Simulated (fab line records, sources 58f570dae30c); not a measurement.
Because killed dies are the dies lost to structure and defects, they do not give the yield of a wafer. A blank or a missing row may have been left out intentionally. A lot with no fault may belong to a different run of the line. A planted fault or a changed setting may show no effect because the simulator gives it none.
Problem report in the 8D (eight disciplines) form, filled by code || flow berkeley cmos170 || the parts of the form that need people (team, actions taken, sign-off) are left out

1. WHAT WENT WRONG
tube center temp C at UCB170_GATE_ANNEAL_03 reads a mean of 862.45 C on 9 wafers of 3 lots; wafers without a fault read 899.99 C with a standard deviation of 0.08. So: -99 or more standard deviations from the usual mean.
The step: time 1800 s.
First seen on wafer L859.4, day 8 15:14, on furnace-01. Wafers with a number at this step in the record: 45, from 15 lots. The rule behind "out" and "out of limits": a value lying over 4 standard deviations away from the usual mean. Any other wafer with a number is counted as sound.

2. WHAT THIS IS AND IS NOT
{"question": "which readings at this step", "is": "tube center temp C, spike tc centre C, spike tc load C, spike tc source C, tube_center_temp_C_max", "is not": "-"}
{"question": "which lots", "is": "L859, L860, L862", "is not": "L846, L847, L848, L849, L853, L861, L863, L864, L865, L867, L868, L869"}
{"question": "which wafers of those lots", "is": "all that have a number", "is not": "-"}
{"question": "read on which tools", "is": "furnace-01", "is not": "furnace-02, furnace-03"}
{"question": "when", "is": "from day 8 15:14", "is not": "up to then (15 sound wafers); but 21 sound wafers of L861, L863, L864, L865, L867, L868, L869 came after"}

3. THE SUSPECTS, EACH WITH WHAT RULES IT OUT
Counting: any tool at a process step up to the reading is kept as a suspect provided that every lot that is out went through it and no sound lot did after the first of them.
- furnace-01 at UCB170_GATE_ANNEAL_03 (time 1800 s): kept. It ran every lot that is out, first L859 (day 8 15:14), and no sound lot after that. On those wafers its own readings are out: spike tc centre C, spike tc load C, spike tc source C, tube center temp C, tube_center_temp_C_max.
After counting, what remains is furnace-01 at UCB170_GATE_ANNEAL_03.

4. THE CAUSE (what the simulator had put in)
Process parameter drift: furnace-01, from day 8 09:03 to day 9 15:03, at UCB170_GATE_ANNEAL_03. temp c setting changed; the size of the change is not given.
Counting left only this tool.

5. THE EFFECT CHAIN, in route order
Each row: a reading whose mean over the struck wafers that have a number lies more than 3 standard deviations from the usual. Only readings for which the record gives a usual standard deviation are gone through. hours: the time from each lot's start at the first step in this table that gives one to its start at this step, as a median over the lots. sigmas: the change in usual standard deviations.
{"hours": 0, "step": "UCB170_GATE_ANNEAL_03", "reading": "spike tc centre C", "usual": "902.7 C", "on struck wafers": 864.7, "change": -38.0, "sigmas": -24}
{"hours": 0, "step": "UCB170_GATE_ANNEAL_03", "reading": "spike tc load C", "usual": "925.2 C", "on struck wafers": 890.5, "change": -34.7, "sigmas": -12}
{"hours": 0, "step": "UCB170_GATE_ANNEAL_03", "reading": "spike tc source C", "usual": "922.7 C", "on struck wafers": 885.7, "change": -37.0, "sigmas": -18}
{"hours": 0, "step": "UCB170_GATE_ANNEAL_03", "reading": "tube center temp C", "usual": "899.99 C", "on struck wafers": 862.45, "change": -37.54, "sigmas": "-99 or more"}
{"hours": 0, "step": "UCB170_GATE_ANNEAL_03", "reading": "tube_center_temp_C_max", "usual": 902.4, "on struck wafers": 864.9, "change": -37.5, "sigmas": -83}
It contains these process steps:
- UCB170_GATE_ANNEAL_03: time 1800 s.

6. WHAT WOULD HAVE CAUGHT IT SOONER
6 hours passed between the start of the fault at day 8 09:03 and the first reading out of limits in this record, taken at day 8 15:14.
